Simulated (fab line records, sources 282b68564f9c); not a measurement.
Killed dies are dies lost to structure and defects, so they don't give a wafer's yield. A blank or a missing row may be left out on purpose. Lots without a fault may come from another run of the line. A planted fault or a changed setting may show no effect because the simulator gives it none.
fab line records | flow rit_cmos
record lots=6 wafers=18 last_day=7
route steps=202 shown GATE@92 REOX@98 NLDD@103 M1@202
lots that met no fault: from a run of the same line without faults
start_h: hours from the record's first day to the start of the lot's first wafer shown | wait_h: hours since the lot's step before | " the same as in the row above | L1.1+2: a row that stands for several wafers | - no value, or no start given | * or withheld: withheld | < > ~ a bound
route shown NAME@n: a module of which the file shows steps, and the number in the route of the first | usual: mean/standard deviation of fault-free wafers | same: alike in all rows | chamber/n: place in a boat | sites: the reading at each site | _std_site: their standard deviation | _edge_site: outer sites' mean less inner sites' | radius_mm: how far each site lies from the wafer's centre | mask NAME#n: copy n | behind: the tool/chamber that last shaped the wafer | hold: why the lot was held/for how many hours/how that ended | device: the transistor (n, p or np) that didn't switch | end of line: the same wafers' tests at the end of the route | a step without rows: its recipe alone | killed: dies lost to structure and defects at the first sort, not the wafer's yield | map: a wafer's dies, x killed, . not, _ none there
set.NAME: the setting as run; set.NAME@STEP: as run at that earlier step | model.NAME: the simulator's own value behind a step, which no gauge read
lots at some steps of the route; a table a step, a row a wafer
services: from which hour (start_h, from the record's first day; less than 0 if before it) a tool's chamber was out of use, for how many hours, and why
## steps
# step RIT_GATE_CD_MEAS_16
# recipe target_cd_nm=150
# usual cd_nm=149.1/2.2
# columns lot.wafer tool chamber start_h wait_h cd_nm
L257.2 cd_sem-02 - 65.45 - 149.6
L257.5 " - " " 151.2
L257.6 " - " " 150.4
L258.1 cd_sem-02 - 77.42 - 147.7
L258.4 " - " " 145.0
L258.5 " - " " 147.3
L264.3 cd_sem-02 - 106.37 - 145.3
L264.4 " - " " 147.7
L264.5 " - " " 146.6
L265.1 cd_sem-01 - 110.19 - 149.0
L265.3 " - " " 143.6
L265.4 " - " " 144.5
L266.2 cd_sem-02 - 121.71 - 147.6
L266.3 " - " " 149.8
L266.4 " - " " 148.3
L274.3 cd_sem-01 - 148.83 - 150.2
L274.5 " - " " 150.5
L274.6 " - " " 152.1
# step RIT_GATE_OVL_MEAS_17
# usual GATE_OVL=0.4/1.2
# columns lot.wafer tool chamber start_h wait_h GATE_OVL[nm]
L257.2 overlay-02 - 65.56 0.1 -0.6
L257.5 " - " " -0.9
L257.6 " - " " -1.4
L258.1 overlay-01 - 77.54 0.1 0.1
L258.4 " - " " 1.5
L258.5 " - " " 0.0
L264.3 overlay-01 - 106.46 0.1 1.6
L264.4 " - " " 2.3
L264.5 " - " " 2.8
L265.1 overlay-02 - 110.31 0.1 0.0
L265.3 " - " " 0.8
L265.4 " - " " -2.6
L266.2 overlay-02 - 121.82 0.1 1.1
L266.3 " - " " 1.7
L266.4 " - " " 2.6
L274.3 overlay-01 - 148.92 0.1 -0.5
L274.5 " - " " -0.6
L274.6 " - " " -0.7
# step RIT_GATE_HARDBAKE_18
# recipe resist=NOVOLAK temp_c=140 time_s=60
# step RIT_GATE_ETCH_19
# recipe chemistry=SF6/CHF3/O2 time_s=165 SF6_flow_sccm=30 CHF3_flow_sccm=30 O2_flow_sccm=5 target=poly-Si pressure_mtorr=40 rf_w=160 target_depth_a=3125 over_etch_frac=0.25 stop_on=SiO2
# usual SF6_flow_sccm=30.01/0.091 drypump_motor_current_A=5.5/0.6 oes_product_au=0.843/0.016 throttle_valve_pct=10.23/0.15
# same time_s=165
# columns lot.wafer tool chamber start_h wait_h SF6_flow_sccm drypump_motor_current_A oes_product_au rf_hours_counter_h throttle_valve_pct
L257.2 rie_si-01 3 65.74 0.1 30.07 5.2 0.832 67 10.13
L257.5 " 2 " " 29.84 6.2 0.848 - 10.38
L257.6 " 3 " " 30.04 5.2 0.837 - 10.14
L258.1 rie_si-02 2 77.72 0.1 30.04 5.8 0.843 154 10.45
L258.4 " 3 " " 29.91 5.7 0.842 121 10.42
L258.5 " 3 " " 30.00 5.8 0.843 - 10.43
L264.3 rie_si-02 3 106.63 0.1 30.02 5.7 0.825 121 10.41
L264.4 " 1 " " 30.08 4.6 0.835 2 10.07
L264.5 " 3 " " 29.95 5.8 0.831 - 10.43
L265.1 rie_si-01 0 110.50 0.1 29.95 6.4 0.825 60 10.12
L265.3 " 3 " " 30.01 5.2 0.825 67 10.13
L265.4 " 2 " " 30.11 6.2 0.835 - 10.38
L266.2 rie_si-02 2 122.00 0.1 30.06 5.9 0.845 0 10.45
L266.3 " 1 " " 29.85 4.6 0.846 2 10.09
L266.4 " 0 " " 30.03 4.9 0.863 36 10.27
L274.3 rie_si-01 3 149.09 0.1 30.04 5.2 0.826 68 10.14
L274.5 " 1 " " 29.93 5.1 0.855 - 10.04
L274.6 " 0 " " 30.02 6.5 0.829 - 10.11
# step RIT_GATE_STRIP_20
# recipe chemistry=O2 time_s=180 resist=NOVOLAK platen_temp_c=withheld power_w=500 pressure_mtorr=4000 o2_flow_sccm=4000
# usual drypump_motor_current_A=5.9/0.44
# same time_s=180
# columns lot.wafer tool chamber start_h wait_h drypump_motor_current_A rf_hours_counter_h
L257.2 plasma_asher-01 0 65.85 0.1 5.4 43
L257.5 " 1 " " 6.5 -
L257.6 " 0 " " 5.4 -
L258.1 plasma_asher-04 1 77.83 0.1 5.5 26
L258.4 " 1 " " 5.5 -
L258.5 " 1 " " 5.5 -
L264.3 plasma_asher-04 0 106.80 0.1 6.2 -
L264.4 " 1 " " 5.5 -
L264.5 " 0 " " 6.2 -
L265.1 plasma_asher-04 1 110.61 0.1 5.5 31
L265.3 " 1 " " 5.5 -
L265.4 " 0 " " 6.2 -
L266.2 plasma_asher-04 1 122.10 0.1 5.5 33
L266.3 " 0 " " 6.2 -
L266.4 " 1 " " 5.5 -
L274.3 plasma_asher-04 1 149.26 0.1 5.5 -
L274.5 " 0 " " 6.2 -
L274.6 " 1 " " 5.5 -
# step RIT_GATE_CD_MEAS_90
# recipe target_cd_nm=150
# usual cd_nm=149.1/2.2
# columns lot.wafer tool chamber start_h wait_h cd_nm
L257.2 cd_sem-01 - 66.04 0.1 149.3
L257.5 " - " " 151.5
L257.6 " - " " 150.3
L258.1 cd_sem-01 - 78.01 0.1 147.7
L258.4 " - " " 145.7
L258.5 " - " " 147.4
L264.3 cd_sem-01 - 106.96 0.1 145.4
L264.4 " - " " 147.8
L264.5 " - " " 146.4
L265.1 cd_sem-01 - 110.79 0.1 149.4
L265.3 " - " " 143.5
L265.4 " - " " 144.4
L266.2 cd_sem-02 - 122.30 0.1 147.5
L266.3 " - " " 149.7
L266.4 " - " " 148.1
L274.3 cd_sem-02 - 149.42 0.1 150.1
L274.5 " - " " 150.4
L274.6 " - " " 151.9
# step RIT_REOX_CLEAN_00
# recipe chemistry=SC1 mix=3:3:50 time_s=600 temp_c=75
# step RIT_REOX_CLEAN_01
# recipe chemistry=dHF dilution=50:1 time_s=30
# step RIT_REOX_CLEAN_02
# recipe chemistry=SC2 mix=3:3:50 time_s=584.9 temp_c=75 dry=n2_spin
# step RIT_REOX_OXIDATION_03
# recipe temp_c=900 ambient=O2 target_thk_a=252 ox_time_s=5580
# step RIT_REOX_THK_MEAS_04
# recipe reads=SiO2_of_REOX_OXIDATION_03
# usual REOX_OXIDE_THK=25.3/0.41
# columns lot.wafer tool chamber start_h wait_h REOX_OXIDE_THK[nm]
L257.2 film_metro-01 - 69.19 0.0 25.0
L257.5 " - " " 25.0
L257.6 " - " " 24.9
L258.1 film_metro-04 - 81.67 0.0 25.4
L258.4 " - " " 25.5
L258.5 " - " " 25.5
L264.3 film_metro-03 - 111.49 0.0 25.1
L264.4 " - " " 24.8
L264.5 " - " " 25.4
L265.1 film_metro-01 - 115.37 0.0 24.9
L265.3 " - " " 25.6
L265.4 " - " " 25.6
L266.2 film_metro-01 - 126.62 0.0 25.3
L266.3 " - " " 25.4
L266.4 " - " " 25.6
L274.3 film_metro-01 - 152.46 0.0 24.9
L274.5 " - " " 24.7
L274.6 " - " " 24.9
# step RIT_NLDD_HMDS_00
# recipe prime_time_s=60 prime_temp_c=140
# step RIT_NLDD_COAT_01
# recipe resist=NOVOLAK spin_rpm=3250 resist_thk_nm=1000
# columns lot.wafer tool chamber start_h wait_h model.NOVOLAK_of_NLDD_COAT_01.thk_nm
L257.2 litho_track-03 0 69.41 0.1 996.2
L257.5 " 0 " " 993
L257.6 " 0 " " 993.3
L258.1 litho_track-04 0 81.88 0.1 1001
L258.4 " 0 " " 1002
L258.5 " 0 " " 999.5
L264.3+4 litho_track-03 0 111.73 0.1 1232
L264.5 " 0 " " 1231
L265.1 litho_track-03 0 115.58 0.1 1235
L265.3+4 " 0 " " 1236
L266.2 litho_track-04 0 126.84 0.1 997.1
L266.3 " 0 " " 997.6
L266.4 " 0 " " 996
L274.3 litho_track-01 0 152.78 0.1 998.7
L274.5 " 0 " " 999
L274.6 " 0 " " 994.9
# step RIT_NLDD_SOFTBAKE_02
# recipe resist=NOVOLAK temp_c=90 time_s=60
# step RIT_NLDD_EXPOSE_03
# recipe mask_id=M7 na=0.57 target_cd_nm=40700 dose_mj=250
# step RIT_NLDD_PEB_04
# recipe resist=NOVOLAK temp_c=withheld time_s=withheld
# step RIT_NLDD_DEVELOP_05
# recipe resist=NOVOLAK develop_time_s=50 dev_temp_c=23
# step RIT_NLDD_OVL_MEAS_06
# usual NLDD_OVL=-0.2/1.3
# columns lot.wafer tool chamber start_h wait_h NLDD_OVL[nm]
L257.2 overlay-01 - 70.34 - 0.0
L257.5 " - " " -1.0
L257.6 " - " " -0.6
L258.1 overlay-01 - 82.73 - 0.2
L258.4 " - " " 0.9
L258.5 " - " " 1.2
L264.3 overlay-02 - 112.39 - -0.5
L264.4 " - " " 1.3
L264.5 " - " " -0.9
L265.1 overlay-02 - 116.28 - 0.7
L265.3 " - " " 0.5
L265.4 " - " " 0.4
L266.2 overlay-02 - 127.65 - -1.8
L266.3 " - " " -2.2
L266.4 " - " " -1.6
L274.3 overlay-02 - 153.72 - -1.5
L274.5 " - " " 0.1
L274.6 " - " " -0.5
# step RIT_NLDD_HARDBAKE_07
# recipe resist=NOVOLAK temp_c=140 time_s=60
# same time_s=60
# columns lot.wafer tool chamber start_h wait_h model.NOVOLAK_of_NLDD_COAT_01.thk_nm
L257.2 litho_track-01 0 70.39 0.0 880.5
L257.5 " 0 " " 877.6
L257.6 " 0 " " 878
L258.1 litho_track-03 0 82.76 0.0 884.4
L258.4 " 0 " " 885.7
L258.5 " 0 " " 883.3
L264.3+4 litho_track-04 0 112.46 0.1 1087
L264.5 " 0 " " 1086
L265.1 litho_track-03 0 116.32 0.0 1089
L265.3+4 " 0 " " 1090
L266.2 litho_track-01 0 127.72 0.1 881.3
L266.3 " 0 " " 881.7
L266.4 " 0 " " 880.2
L274.3 litho_track-04 0 153.80 0.1 882.7
L274.5 " 0 " " 882.9
L274.6 " 0 " " 879.4
# step RIT_NLDD_IMPLANT_08
# recipe species=P energy_kev=20 dose_cm2=5e+14 tilt_deg=6.717
# step RIT_M1_PROBE_99
# usual killed_at_contacts=0.0/0.2 killed_at_front_end=6.8/2.9 killed_dies=6.8/2.9 killed_open=3.3/1.9 killed_short=3.5/2
# same gross_dies=264 killed_at_M0_to_M3=0 killed_at_M4_up=0 killed_at_back_side=0 killed_at_other=0
# columns lot.wafer tool chamber start_h wait_h killed_at_contacts killed_at_front_end killed_dies killed_open killed_short
L257.2 prober-02 - 87.85 0.1 0 6 6 5 1
L257.5 prober-02 - 88.00 0.2 0 7 7 3 4
L257.6 prober-02 - 88.05 0.2 0 8 8 5 3
L258.1 prober-01 - 103.10 0.1 0 8 8 2 6
L258.4 prober-01 - 103.25 0.2 0 10 10 2 8
L258.5 prober-01 - 103.30 0.2 0 6 6 5 1
L264.3 prober-01 - 129.64 0.2 0 3 3 1 2
L264.4 prober-01 - 129.69 0.2 0 11 11 5 5
L264.5 prober-01 - 129.74 0.2 0 8 8 5 3
L265.1 prober-02 - 132.36 0.1 0 4 4 2 2
L265.3 prober-02 - 132.46 0.2 0 8 8 2 6
L265.4 prober-02 - 132.51 0.2 0 6 6 1 4
L266.2 prober-01 - 143.81 0.1 0 7 7 3 4
L266.3 prober-01 - 143.86 0.2 0 4 4 3 0
L266.4 prober-01 - 143.91 0.2 1 4 5 2 3
L274.3 prober-01 - 172.08 0.2 0 11 11 3 8
L274.5 prober-01 - 172.18 0.2 0 10 10 4 6
L274.6 prober-01 - 172.23 0.2 0 5 5 4 1
# killed by level:class
L257.2 GATE:geometric_particle:open=5 GATE:geometric_particle:short=1
L257.5 GATE:geometric_particle:short=3 GATE:geometric_particle:open=2 FOX2:geometric_particle:short=1 SILICIDE:geometric_particle:open=1
L257.6 SILICIDE:geometric_particle:open=2 SILICIDE:geometric_particle:short=2 FOX1:geometric_particle:short=1 FOX1:geometric_particle:open=1 REOX:geometric_particle:open=1 SPACER:geometric_particle:open=1
L258.1 GATE:geometric_particle:short=2 SPACER:geometric_particle:short=2 FOX2:geometric_particle:short=1 GATE:geometric_particle:open=1 REOX:geometric_particle:short=1 REOX:geometric_particle:open=1
L258.4 SPACER:geometric_particle:short=3 FOX2:geometric_particle:short=2 SILICIDE:geometric_particle:short=2 FOX2:geometric_particle:open=1 GATE:geometric_particle:short=1 REOX:geometric_particle:open=1
L258.5 REOX:geometric_particle:open=2 GATE:geometric_particle:open=1 REOX:geometric_particle:short=1 SPACER:geometric_particle:open=1 SILICIDE:geometric_particle:open=1
L264.3 FOX1:geometric_particle:short=1 FOX2:geometric_particle:open=1 REOX:geometric_particle:short=1
L264.4 GATE:geometric_particle:open=4 GATE:geometric_particle:short=2 FOX1:geometric_particle:short=1 SPACER:geometric_particle:short=1 SILICIDE:geometric_particle:short=1 SILICIDE:geometric_particle:open=1 PRETRO:coat_microbubble_printed=1
L264.5 SPACER:geometric_particle:open=2 FOX1:geometric_particle:short=1 GATE:geometric_particle:open=1 GATE:geometric_particle:short=1 REOX:geometric_particle:open=1 SPACER:geometric_particle:short=1 SILICIDE:geometric_particle:open=1
L265.1 GATE:geometric_particle:open=2 FOX2:geometric_particle:short=1 GATE:geometric_particle:short=1
L265.3 FOX1:geometric_particle:short=2 GATE:geometric_particle:short=2 GATE:geometric_particle:open=2 SPACER:geometric_particle:short=2
L265.4 SILICIDE:geometric_particle:short=2 FOX2:geometric_particle:short=1 GATE:geometric_particle:short=1 SILICIDE:geometric_particle:open=1 NRETRO:coat_microbubble_printed=1
L266.2 FOX1:geometric_particle:short=2 FOX1:geometric_particle:open=1 GATE:geometric_particle:open=1 REOX:geometric_particle:open=1 SPACER:geometric_particle:short=1 SILICIDE:geometric_particle:short=1
L266.3 GATE:geometric_particle:open=2 SPACER:geometric_particle:open=1 NWELL:coat_microbubble_printed=1
L266.4 FOX1:geometric_particle:short=2 FOX1:geometric_particle:open=1 REOX:geometric_particle:short=1 CONTACT:geometric_particle:open=1
L274.3 FOX1:geometric_particle:short=3 GATE:geometric_particle:open=2 GATE:geometric_particle:short=2 FOX2:geometric_particle:short=1 REOX:geometric_particle:open=1 REOX:geometric_particle:short=1 SPACER:geometric_particle:short=1
L274.5 FOX1:geometric_particle:short=2 GATE:geometric_particle:short=2 SPACER:geometric_particle:open=2 FOX1:geometric_particle:open=1 REOX:geometric_particle:short=1 REOX:geometric_particle:open=1 SPACER:geometric_particle:short=1
L274.6 GATE:geometric_particle:open=3 FOX1:geometric_particle:open=1 REOX:geometric_particle:short=1
## services
# columns tool chamber start_h hours kind
rie_si-01 - 54.11 0.9 repair
rie_si-02 0 56.14 1.0 repair
rie_si-02 0 64.36 2.2 repair
rie_si-02 - 73.30 0.2 repair
rie_si-02 2 88.58 - clean
rie_si-02 2 88.58 17.0 scheduled_down
rie_si-02 2 88.58 17.0 vent_cycle
rie_si-01 1 88.95 - clean
rie_si-01 1 88.95 22.6 scheduled_down
rie_si-01 1 88.95 22.6 vent_cycle
plasma_asher-01 - 106.39 14.1 pm
rie_si-02 - 108.03 4.3 pm
plasma_asher-01 - 120.52 9.0 pm
plasma_asher-01 0 120.52 9.0 vent_cycle
plasma_asher-01 1 120.52 9.0 vent_cycle
plasma_asher-01 0 129.52 - clean
plasma_asher-01 1 129.52 - clean
rie_si-02 - 137.81 14.6 pm
## key
first_sign none at tools or gauges
model_effect step=RIT_NLDD_COAT_01 value=NOVOLAK_of_NLDD_COAT_01.thk_nm without=998 struck=1234
model_effect step=RIT_NLDD_HARDBAKE_07 value=NOVOLAK_of_NLDD_COAT_01.thk_nm without=882 struck=1088
met_at RIT_NLDD_COAT_01
struck_wafers L264.3,L264.4,L264.5,L265.1,L265.3,L265.4
tester_left_out L264,L265
onset_between 69.41 111.73
fault kind=process_parameter_drift tool=litho_track-03 chamber=- onset_h=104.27 steps=RIT_NLDD_COAT_01 channel=resist_thk_nm offset=236.24 shape=step end_h=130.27 acts_in=these_recipes_only stated=1000
# tester_left_out: of these lots the tester's yield and bins aren't shown, on N5 and GAA mostly nor the transistor test; their killed dies are dies lost to structure and defects alone, not to doping, threshold or leakage, so they don't give the yield
